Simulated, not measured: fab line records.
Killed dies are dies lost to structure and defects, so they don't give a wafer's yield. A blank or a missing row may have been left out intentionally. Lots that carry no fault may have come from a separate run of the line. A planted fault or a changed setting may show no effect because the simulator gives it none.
fab line records -- flow rit_cmos
[record] lots = 14, wafers = 42, last_day = 6
route steps=202 shown NRETRO@63 REOX@102 SPACER@125 PSD@151 M1@202
lots untouched by any fault: they come from a run of this same line in which no faults occurred
start_h: start of the lot's first displayed wafer, in hours after the record's first day -- wait_h: hours elapsed since this lot's preceding step -- " as in the row above -- L1.1+2: one row covering several wafers at once -- - no value present, or no start provided -- * or withheld: withheld -- < > ~ a bound
route shown NAME@n: NAME is a module with steps in the file, n the number in the route of the first one -- usual: the fault-free wafers' mean and standard deviation -- same: alike in all rows -- chamber/n: place in a boat -- sites: per-site readings -- _std_site: their standard deviation -- _edge_site: outer sites' mean less inner sites' -- radius_mm: how far each site lies from the wafer's centre -- mask NAME#n: copy n -- behind: the last tool/chamber to shape the wafer -- hold: what put the lot on hold/how long, in hours/how the hold closed -- device: transistor that didn't switch, given as n, p or np -- end of line: tests run on the same wafers once the route is complete -- for a step that has no rows: nothing shown but its recipe -- killed: the dies lost at the first sort to structure and to defects; this is not the yield of the wafer -- map: per-die view of a wafer (x killed, . not killed, _ where there is no die)
set.NAME: the setting the step ran with; set.NAME@STEP: the setting that earlier step ran with -- model.NAME: the simulator's own value behind a step, which no gauge read
route steps across a sampled set of lots; one table per step, one row per wafer
services: when a tool's chamber went out of use (start_h, in hours from the record's first day, below 0 if earlier), for how many hours, and the reason
[[steps]]
[step RIT_NRETRO_TW_MEAS_10]
[usual] NRETRO_TW = 1057/12
lot.wafer,tool,chamber,start_h,wait_h,NRETRO_TW
L903.2,film_metro-03,-,36.72,0.1,1048
L903.3,film_metro-03,-,36.72,0.1,1050
L903.6,film_metro-03,-,36.72,0.1,1053
L904.2,film_metro-04,-,40.46,0.1,1043
L904.3,film_metro-04,-,40.46,0.1,1049
L904.4,film_metro-04,-,40.46,0.1,1044
L905.3,film_metro-01,-,46.51,0.1,1069
L905.4,film_metro-01,-,46.51,0.1,1072
L905.6,film_metro-01,-,46.51,0.1,1065
L906.1,film_metro-03,-,53.33,0.1,1057
L906.4,film_metro-03,-,53.33,0.1,1056
L906.5,film_metro-03,-,53.33,0.1,1050
L908.1,film_metro-04,-,63.60,0.1,1039
L908.3,film_metro-04,-,63.60,0.1,1044
L908.4,film_metro-04,-,63.60,0.1,1046
L910.2,film_metro-03,-,71.31,0.1,1054
L910.4,film_metro-03,-,71.31,0.1,1052
L910.6,film_metro-03,-,71.31,0.1,1056
L911.1,film_metro-04,-,76.26,0.1,1044
L911.4,film_metro-04,-,76.26,0.1,1046
L911.5,film_metro-04,-,76.26,0.1,1045
L912.1,film_metro-01,-,81.35,0.1,1075
L912.3,film_metro-01,-,81.35,0.1,1073
L912.6,film_metro-01,-,81.35,0.1,1070
L913.1,film_metro-01,-,88.00,0.1,1075
L913.2,film_metro-01,-,88.00,0.1,1066
L913.5,film_metro-01,-,88.00,0.1,1073
L914.4,film_metro-01,-,100.64,0.1,1071
L914.5,film_metro-01,-,100.64,0.1,1067
L914.6,film_metro-01,-,100.64,0.1,1074
L915.2,film_metro-04,-,105.38,0.1,1048
L915.3,film_metro-04,-,105.38,0.1,1054
L915.5,film_metro-04,-,105.38,0.1,1054
L916.1,film_metro-03,-,107.29,0.1,1046
L916.2,film_metro-03,-,107.29,0.1,1046
L916.4,film_metro-03,-,107.29,0.1,1053
L917.1,film_metro-03,-,112.04,0.1,1047
L917.2,film_metro-03,-,112.04,0.1,1052
L917.6,film_metro-03,-,112.04,0.1,1047
L920.1,film_metro-01,-,122.72,0.1,1075
L920.3,film_metro-01,-,122.72,0.1,1075
L920.4,film_metro-01,-,122.72,0.1,1081
[step RIT_REOX_THK_MEAS_04]
[recipe] reads = SiO2_of_REOX_OXIDATION_03
[usual] REOX_OXIDE_THK = 25.2/0.53
lot.wafer,tool,chamber,start_h,wait_h,REOX_OXIDE_THK[nm]
L903.2,film_metro-02,-,49.20,0.0,24.5
L903.3,film_metro-02,-,49.20,0.0,24.8
L903.6,film_metro-02,-,49.20,0.0,24.6
L904.2,film_metro-02,-,52.00,0.0,25.3
L904.3,film_metro-02,-,52.00,0.0,24.6
L904.4,film_metro-02,-,52.00,0.0,25.0
L905.3,film_metro-04,-,59.26,0.0,25.1
L905.4,film_metro-04,-,59.26,0.0,24.8
L905.6,film_metro-04,-,59.26,0.0,25.2
L906.1,film_metro-01,-,65.37,0.0,24.3
L906.4,film_metro-01,-,65.37,0.0,24.6
L906.5,film_metro-01,-,65.37,0.0,25.0
L908.1,film_metro-02,-,76.00,0.0,26.0
L908.3,film_metro-02,-,76.00,0.0,26.0
L908.4,film_metro-02,-,76.00,0.0,25.9
L910.2,film_metro-02,-,88.83,0.0,26.4
L910.4,film_metro-02,-,88.83,0.0,26.4
L910.6,film_metro-02,-,88.83,0.0,26.8
L911.1,film_metro-02,-,94.84,0.0,24.8
L911.4,film_metro-02,-,94.84,0.0,25.2
L911.5,film_metro-02,-,94.84,0.0,25.0
L912.1,film_metro-02,-,98.12,0.0,25.3
L912.3,film_metro-02,-,98.12,0.0,24.9
L912.6,film_metro-02,-,98.12,0.0,25.2
L913.1,film_metro-02,-,101.98,0.0,25.4
L913.2,film_metro-02,-,101.98,0.0,25.2
L913.5,film_metro-02,-,101.98,0.0,25.5
L915.2,film_metro-01,-,115.26,0.0,25.0
L915.3,film_metro-01,-,115.26,0.0,24.0
L915.5,film_metro-01,-,115.26,0.0,24.7
L914.4,film_metro-02,-,115.28,0.0,24.7
L914.5,film_metro-02,-,115.28,0.0,24.5
L914.6,film_metro-02,-,115.28,0.0,24.3
L916.1,film_metro-02,-,122.12,0.0,24.9
L916.2,film_metro-02,-,122.12,0.0,25.2
L916.4,film_metro-02,-,122.12,0.0,24.9
L917.1,film_metro-04,-,126.86,0.0,25.4
L917.2,film_metro-04,-,126.86,0.0,25.4
L917.6,film_metro-04,-,126.86,0.0,25.6
L920.1,film_metro-02,-,135.22,0.0,25.1
L920.3,film_metro-02,-,135.22,0.0,25.2
L920.4,film_metro-02,-,135.22,0.0,24.9
[step RIT_SPACER_CLEAN_00]
[recipe] chemistry = SC1, mix = 3:3:50, time_s = 600, temp_c = 75
[usual] bath_guard_temp_C = 74.6/0.57, bath_heat_duty_pct = 16.9/1.7
lot.wafer,tool,chamber,start_h,wait_h,bath_guard_temp_C,bath_heat_duty_pct
L903.2,wet_bench-03,0,52.55,0.0,73.9,15.0
L903.3,wet_bench-03,0,52.55,0.0,73.9,15.2
L903.6,wet_bench-03,0,52.55,0.0,73.7,16.3
L904.2,wet_bench-03,3,55.19,0.0,74.7,19.3
L904.3,wet_bench-03,3,55.19,0.0,74.6,19.7
L904.4,wet_bench-03,3,55.19,0.0,74.8,18.3
L905.3,wet_bench-03,1,62.43,0.0,74.0,16.0
L905.4,wet_bench-03,1,62.43,0.0,74.3,15.6
L905.6,wet_bench-03,1,62.43,0.0,74.3,16.2
L906.1,wet_bench-03,0,68.41,0.1,73.9,14.5
L906.4,wet_bench-03,0,68.41,0.1,73.7,14.8
L906.5,wet_bench-03,0,68.41,0.1,73.8,16.2
L908.1,wet_bench-04,1,79.15,0.1,75.6,16.2
L908.3,wet_bench-04,1,79.15,0.1,75.5,15.6
L908.4,wet_bench-04,1,79.15,0.1,75.2,14.8
L910.2,wet_bench-01,3,91.85,0.0,74.9,16.2
L910.4,wet_bench-01,3,91.85,0.0,75.1,16.8
L910.6,wet_bench-01,3,91.85,0.0,74.7,16.1
L911.1,wet_bench-04,1,97.76,0.1,75.5,15.4
L911.4,wet_bench-04,1,97.76,0.1,75.5,14.5
L911.5,wet_bench-04,1,97.76,0.1,75.8,14.9
L912.1,wet_bench-01,1,101.27,0.1,76.0,18.6
L912.3,wet_bench-01,1,101.27,0.1,76.2,18.1
L912.6,wet_bench-01,1,101.27,0.1,76.0,18.4
L913.1,wet_bench-03,2,105.13,0.1,75.1,16.0
L913.2,wet_bench-03,2,105.13,0.1,75.0,14.4
L913.5,wet_bench-03,2,105.13,0.1,74.8,15.1
L914.4,wet_bench-04,2,118.15,0.0,74.5,17.6
L914.5,wet_bench-04,2,118.15,0.0,74.2,17.6
L914.6,wet_bench-04,2,118.15,0.0,74.2,19.1
L915.2,wet_bench-01,0,118.33,0.0,74.5,17.2
L915.3,wet_bench-01,0,118.33,0.0,74.8,18.9
L915.5,wet_bench-01,0,118.33,0.0,74.8,18.9
L916.1,wet_bench-03,0,125.49,0.1,-,-
L916.2,wet_bench-03,0,125.49,0.1,-,-
L916.4,wet_bench-03,0,125.49,0.1,-,-
L917.1,wet_bench-04,2,129.77,0.1,-,-
L917.2,wet_bench-04,2,129.77,0.1,-,-
L917.6,wet_bench-04,2,129.77,0.1,-,-
L920.1,wet_bench-01,2,138.31,0.1,74.4,15.6
L920.3,wet_bench-01,2,138.31,0.1,74.4,14.0
L920.4,wet_bench-01,2,138.31,0.1,74.3,16.0
[step RIT_PSD_STRIP_09]
[recipe] chemistry = O2, time_s = 180, resist = NOVOLAK, platen_temp_c = withheld, power_w = 500, pressure_mtorr = 4000, o2_flow_sccm = 4000
[usual] chamber_pressure_mTorr = 4001/3.7, drypump_motor_current_A = 5.90/0.23
lot.wafer,tool,chamber,start_h,wait_h,chamber_pressure_mTorr,drypump_motor_current_A,rf_hours_counter_h
L903.2,plasma_asher-03,1,57.91,0.1,3996,6.07,39
L903.3,plasma_asher-03,0,57.91,0.1,4000,6.16,-
L903.6,plasma_asher-03,0,57.91,0.1,4000,6.16,-
L904.2,plasma_asher-02,1,60.54,0.1,3996,5.65,29
L904.3,plasma_asher-02,1,60.54,0.1,4006,5.66,-
L904.4,plasma_asher-02,0,60.54,0.1,4006,5.61,-
L905.3,plasma_asher-03,0,68.18,0.1,3999,6.15,-
L905.4,plasma_asher-03,1,68.18,0.1,4004,6.06,-
L905.6,plasma_asher-03,1,68.18,0.1,4000,6.07,-
L906.1,plasma_asher-02,0,73.71,0.1,3996,5.55,30
L906.4,plasma_asher-02,0,73.71,0.1,3999,5.63,-
L906.5,plasma_asher-02,0,73.71,0.1,3999,5.59,-
L908.1,plasma_asher-01,0,84.39,0.1,3998,5.68,45
L908.3,plasma_asher-01,1,84.39,0.1,4003,5.82,-
L908.4,plasma_asher-01,0,84.39,0.1,3999,5.63,-
L910.2,plasma_asher-02,0,97.09,0.1,3995,5.63,32
L910.4,plasma_asher-02,0,97.09,0.1,3999,5.61,-
L910.6,plasma_asher-02,1,97.09,0.1,4004,5.63,-
L911.1,plasma_asher-02,1,102.86,0.1,3996,5.67,33
L911.4,plasma_asher-02,1,102.86,0.1,3997,5.66,-
L911.5,plasma_asher-02,1,102.86,0.1,4002,5.65,-
L912.1,plasma_asher-03,0,106.52,0.1,3998,6.16,43
L912.3,plasma_asher-03,1,106.52,0.1,4002,6.09,-
L912.6,plasma_asher-03,0,106.52,0.1,4002,6.16,-
L913.1,plasma_asher-03,1,110.68,0.1,4001,6.06,44
L913.2,plasma_asher-03,0,110.68,0.1,3999,6.16,44
L913.5,plasma_asher-03,1,110.68,0.1,3996,6.06,-
L914.4,plasma_asher-01,0,123.31,0.1,3997,5.72,-
L914.5,plasma_asher-01,0,123.31,0.1,4004,5.64,-
L914.6,plasma_asher-01,1,123.31,0.1,3999,5.75,-
L915.2,plasma_asher-03,0,124.47,0.1,3996,6.17,46
L915.3,plasma_asher-03,0,124.47,0.1,4001,6.17,-
L915.5,plasma_asher-03,1,124.47,0.1,4003,6.06,-
L916.1,plasma_asher-03,0,130.85,0.1,4006,6.15,47
L916.2,plasma_asher-03,1,130.85,0.1,4004,6.09,47
L916.4,plasma_asher-03,0,130.85,0.1,4000,6.15,-
L917.1,plasma_asher-03,1,135.51,0.1,3997,6.10,48
L917.2,plasma_asher-03,0,135.51,0.1,4008,6.14,48
L917.6,plasma_asher-03,1,135.51,0.1,4001,6.10,-
L920.1,plasma_asher-01,1,143.49,0.1,3998,5.78,52
L920.3,plasma_asher-01,1,143.49,0.1,4002,5.76,-
L920.4,plasma_asher-01,0,143.49,0.1,3998,5.66,-
[step RIT_M1_PROBE_99]
[usual] killed_at_M0_to_M3 = 0.0/0.25, killed_at_contacts = 0.0/0.18, killed_at_front_end = 7/3.4, killed_dies = 7/3.4, killed_open = 3.7/2.2, killed_short = 3.6/2.2
[same] gross_dies = 264, killed_at_M4_up = 0, killed_at_back_side = 0, killed_at_other = 0
lot.wafer,tool,chamber,start_h,wait_h,killed_at_M0_to_M3,killed_at_contacts,killed_at_front_end,killed_dies,killed_open,killed_short
L903.2,prober-01,-,65.91,0.1,0,0,2,2,2,0
L903.3,prober-01,-,65.96,0.2,0,1,2,3,2,1
L903.6,prober-01,-,66.11,0.2,0,0,4,4,3,1
L904.2,prober-01,-,68.63,0.1,0,0,15,15,6,9
L904.3,prober-01,-,68.68,0.2,0,0,7,7,3,4
L904.4,prober-01,-,68.73,0.2,0,0,11,11,4,7
L905.3,prober-01,-,76.39,0.2,0,0,4,4,1,3
L905.4,prober-01,-,76.44,0.2,0,0,6,6,5,1
L905.6,prober-01,-,76.54,0.2,0,0,11,11,7,4
L906.1,prober-02,-,81.73,0.1,0,0,5,5,3,2
L906.4,prober-02,-,81.88,0.2,0,0,10,10,5,5
L906.5,prober-02,-,81.93,0.2,0,0,9,9,5,4
L908.1,prober-02,-,92.52,0.1,0,0,5,5,3,2
L908.3,prober-02,-,92.62,0.2,0,0,8,8,4,4
L908.4,prober-02,-,92.67,0.2,0,0,8,8,5,3
L910.2,prober-02,-,105.16,0.1,0,0,7,7,2,4
L910.4,prober-02,-,105.26,0.2,0,0,11,11,3,8
L910.6,prober-02,-,105.36,0.2,0,1,4,5,1,3
L911.1,prober-01,-,111.22,0.1,0,0,5,5,2,3
L911.4,prober-01,-,111.37,0.2,0,0,1,1,1,0
L911.5,prober-01,-,111.42,0.2,0,0,5,5,2,3
L912.1,prober-02,-,114.48,0.1,0,0,8,8,7,1
L912.3,prober-02,-,114.58,0.2,0,0,8,8,4,4
L912.6,prober-02,-,114.73,0.2,0,0,10,10,6,4
L913.1,prober-01,-,118.60,0.1,0,0,7,7,4,3
L913.2,prober-01,-,118.65,0.1,0,0,7,7,5,2
L913.5,prober-01,-,118.80,0.2,0,0,19,19,11,8
L914.4,prober-02,-,131.86,0.2,0,0,5,5,4,1
L914.5,prober-02,-,131.91,0.2,0,0,11,11,5,6
L914.6,prober-02,-,131.96,0.2,0,0,5,5,1,4
L915.2,prober-01,-,133.26,0.1,0,0,6,6,0,6
L915.3,prober-01,-,133.31,0.2,0,0,5,5,2,3
L915.5,prober-01,-,133.41,0.2,0,0,11,11,4,7
L916.1,prober-02,-,139.35,0.1,0,0,13,13,5,8
L916.2,prober-02,-,139.40,0.1,0,0,9,9,7,2
L916.4,prober-02,-,139.50,0.2,0,0,7,7,0,7
L917.1,prober-01,-,144.41,0.1,0,0,7,7,4,3
L917.2,prober-01,-,144.46,0.1,0,0,10,10,7,3
L917.6,prober-01,-,144.66,0.2,0,0,7,7,4,3
L920.1,prober-02,-,151.38,0.1,0,0,8,8,3,4
L920.3,prober-02,-,151.48,0.2,2,0,10,12,5,5
L920.4,prober-02,-,151.53,0.2,0,0,4,4,1,1
// killed by level:class
L903.2 REOX:geometric_particle:open=1 SPACER:geometric_particle:open=1
L903.3 GATE:geometric_particle:short=1 GATE:geometric_particle:open=1 CONTACT:geometric_particle:open=1
L903.6 SILICIDE:geometric_particle:open=2 GATE:geometric_particle:open=1 SILICIDE:geometric_particle:short=1
L904.2 GATE:geometric_particle:short=5 GATE:geometric_particle:open=2 FOX1:geometric_particle:short=1 FOX2:geometric_particle:open=1 REOX:geometric_particle:open=1 REOX:geometric_particle:short=1 SPACER:geometric_particle:open=1 SPACER:geometric_particle:short=1
L904.3 GATE:geometric_particle:short=2 SPACER:geometric_particle:open=2 FOX2:geometric_particle:open=1 FOX2:geometric_particle:short=1 REOX:geometric_particle:short=1
L904.4 FOX2:geometric_particle:open=2 GATE:geometric_particle:short=2 SPACER:geometric_particle:short=2 SILICIDE:geometric_particle:short=2 FOX2:geometric_particle:short=1 GATE:geometric_particle:open=1 SILICIDE:geometric_particle:open=1
L905.3 FOX1:geometric_particle:short=1 GATE:geometric_particle:short=1 REOX:geometric_particle:open=1 REOX:geometric_particle:short=1
L905.4 GATE:geometric_particle:open=4 REOX:geometric_particle:open=1 SPACER:geometric_particle:short=1
L905.6 REOX:geometric_particle:open=3 GATE:geometric_particle:short=2 SPACER:geometric_particle:short=2 FOX1:geometric_particle:open=1 GATE:geometric_particle:open=1 SPACER:geometric_particle:open=1 SILICIDE:geometric_particle:open=1
L906.1 GATE:geometric_particle:open=2 GATE:geometric_particle:short=2 REOX:geometric_particle:open=1
L906.4 REOX:geometric_particle:open=3 SPACER:geometric_particle:short=3 SPACER:geometric_particle:open=2 SILICIDE:geometric_particle:short=2
L906.5 GATE:geometric_particle:short=3 REOX:geometric_particle:open=2 SPACER:geometric_particle:open=2 GATE:geometric_particle:open=1 SPACER:geometric_particle:short=1
L908.1 GATE:geometric_particle:open=2 FOX1:geometric_particle:short=1 FOX1:geometric_particle:open=1 SILICIDE:geometric_particle:short=1
L908.3 GATE:geometric_particle:open=3 GATE:geometric_particle:short=2 REOX:geometric_particle:short=1 REOX:geometric_particle:open=1 SPACER:geometric_particle:short=1
L908.4 GATE:geometric_particle:open=2 FOX1:geometric_particle:short=1 FOX1:geometric_particle:open=1 SPACER:geometric_particle:short=1 SPACER:geometric_particle:open=1 SILICIDE:geometric_particle:open=1 SILICIDE:geometric_particle:short=1
L910.2 GATE:geometric_particle:open=2 SPACER:geometric_particle:short=2 GATE:geometric_particle:short=1 SILICIDE:geometric_particle:short=1 NSD:coat_microbubble_printed=1
L910.4 GATE:geometric_particle:short=6 FOX1:geometric_particle:short=2 GATE:geometric_particle:open=2 FOX1:geometric_particle:open=1
L910.6 GATE:geometric_particle:open=1 GATE:geometric_particle:short=1 SPACER:geometric_particle:short=1 CONTACT:geometric_particle:short=1 NSD:coat_microbubble_printed=1
L911.1 GATE:geometric_particle:short=2 FOX1:geometric_particle:short=1 GATE:geometric_particle:open=1 SILICIDE:geometric_particle:open=1
L911.4 FOX2:geometric_particle:open=1
L911.5 FOX1:geometric_particle:short=1 FOX1:geometric_particle:open=1 GATE:geometric_particle:short=1 GATE:geometric_particle:open=1 REOX:geometric_particle:short=1
L912.1 SILICIDE:geometric_particle:open=3 ACTIVE:geometric_particle:open=1 FOX1:geometric_particle:open=1 GATE:geometric_particle:open=1 SPACER:geometric_particle:open=1 SPACER:geometric_particle:short=1
L912.3 SPACER:geometric_particle:open=3 FOX1:geometric_particle:short=2 REOX:geometric_particle:short=2 GATE:geometric_particle:open=1
L912.6 GATE:geometric_particle:open=3 GATE:geometric_particle:short=2 SPACER:geometric_particle:open=2 FOX1:geometric_particle:short=1 REOX:geometric_particle:open=1 SPACER:geometric_particle:short=1
L913.1 FOX1:geometric_particle:short=3 GATE:geometric_particle:open=3 FOX1:geometric_particle:open=1
L913.2 GATE:geometric_particle:open=2 REOX:geometric_particle:open=2 FOX1:geometric_particle:open=1 FOX1:geometric_particle:short=1 REOX:geometric_particle:short=1
L913.5 REOX:geometric_particle:open=3 FOX1:geometric_particle:open=2 FOX2:geometric_particle:open=2 GATE:geometric_particle:short=2 SPACER:geometric_particle:short=2 SILICIDE:geometric_particle:open=2 SILICIDE:geometric_particle:short=2 FOX2:geometric_particle:short=1
L914.4 GATE:geometric_particle:open=2 SPACER:geometric_particle:open=2 FOX1:geometric_particle:short=1
L914.5 GATE:geometric_particle:short=3 FOX1:geometric_particle:short=2 GATE:geometric_particle:open=2 SPACER:geometric_particle:open=2 FOX2:geometric_particle:short=1 FOX2:geometric_particle:open=1
L914.6 GATE:geometric_particle:short=3 FOX2:geometric_particle:short=1 REOX:geometric_particle:open=1
L915.2 FOX1:geometric_particle:short=2 GATE:geometric_particle:short=2 SPACER:geometric_particle:short=1 SILICIDE:geometric_particle:short=1
L915.3 FOX1:geometric_particle:short=1 GATE:geometric_particle:short=1 GATE:geometric_particle:open=1 REOX:geometric_particle:open=1 SILICIDE:geometric_particle:short=1
L915.5 GATE:geometric_particle:open=2 REOX:geometric_particle:short=2 SPACER:geometric_particle:short=2 FOX1:geometric_particle:short=1 FOX1:geometric_particle:open=1 GATE:geometric_particle:short=1 REOX:geometric_particle:open=1 SILICIDE:geometric_particle:short=1
L916.1 REOX:geometric_particle:short=4 FOX2:geometric_particle:open=2 SILICIDE:geometric_particle:short=2 FOX1:geometric_particle:open=1 FOX1:geometric_particle:short=1 GATE:geometric_particle:open=1 GATE:geometric_particle:short=1 SPACER:geometric_particle:open=1
L916.2 GATE:geometric_particle:open=3 FOX1:geometric_particle:short=2 SILICIDE:geometric_particle:open=2 FOX1:geometric_particle:open=1 REOX:geometric_particle:open=1
L916.4 FOX1:geometric_particle:short=3 GATE:geometric_particle:short=2 REOX:geometric_particle:short=1 SPACER:geometric_particle:short=1
L917.1 REOX:geometric_particle:open=2 FOX2:geometric_particle:short=1 GATE:geometric_particle:short=1 GATE:geometric_particle:open=1 REOX:geometric_particle:short=1 SPACER:geometric_particle:open=1
L917.2 FOX2:geometric_particle:open=3 GATE:geometric_particle:open=3 GATE:geometric_particle:short=1 REOX:geometric_particle:open=1 REOX:geometric_particle:short=1 SILICIDE:geometric_particle:short=1
L917.6 GATE:geometric_particle:open=3 SILICIDE:geometric_particle:short=2 GATE:geometric_particle:short=1 SPACER:geometric_particle:open=1
L920.1 SILICIDE:geometric_particle:open=3 GATE:geometric_particle:short=2 SILICIDE:geometric_particle:short=2 NWELL:coat_microbubble_printed=1
L920.3 GATE:geometric_particle:short=2 SPACER:geometric_particle:open=2 SILICIDE:geometric_particle:open=2 SILICIDE:geometric_particle:short=2 M1:coat_microbubble_printed=2 FOX2:geometric_particle:open=1 SPACER:geometric_particle:short=1
L920.4 NWELL:coat_microbubble_printed=2 GATE:geometric_particle:short=1 REOX:geometric_particle:open=1
[[services]]
tool,chamber,start_h,hours,kind
plasma_asher-02,-,104.47,14.6,pm
wet_bench-01,-,121.96,4.6,repair
[[key]]
[first_sign] step = RIT_SPACER_CLEAN_00, reading = tool_record, direction = missing
effect none on later readings
met_at RIT_SPACER_CLEAN_00
struck_lots L916,L917
tester_left_out L916,L917
not_acting_at RIT_NRETRO_TW_MEAS_10,RIT_REOX_THK_MEAS_04,RIT_PSD_STRIP_09
onset_between 118.15 125.49
[fault] kind = skipped_step_whole, tool = wet_bench-03,wet_bench-04, chamber = -, onset_h = 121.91, steps = RIT_SPACER_CLEAN_00, scope = struck_lots_only
// tester_left_out: of these lots the tester's yield and bins aren't shown, on N5 and GAA mostly nor the transistor test; their killed dies are dies lost to structure and defects alone, not to doping, threshold or leakage, so they don't give the yield
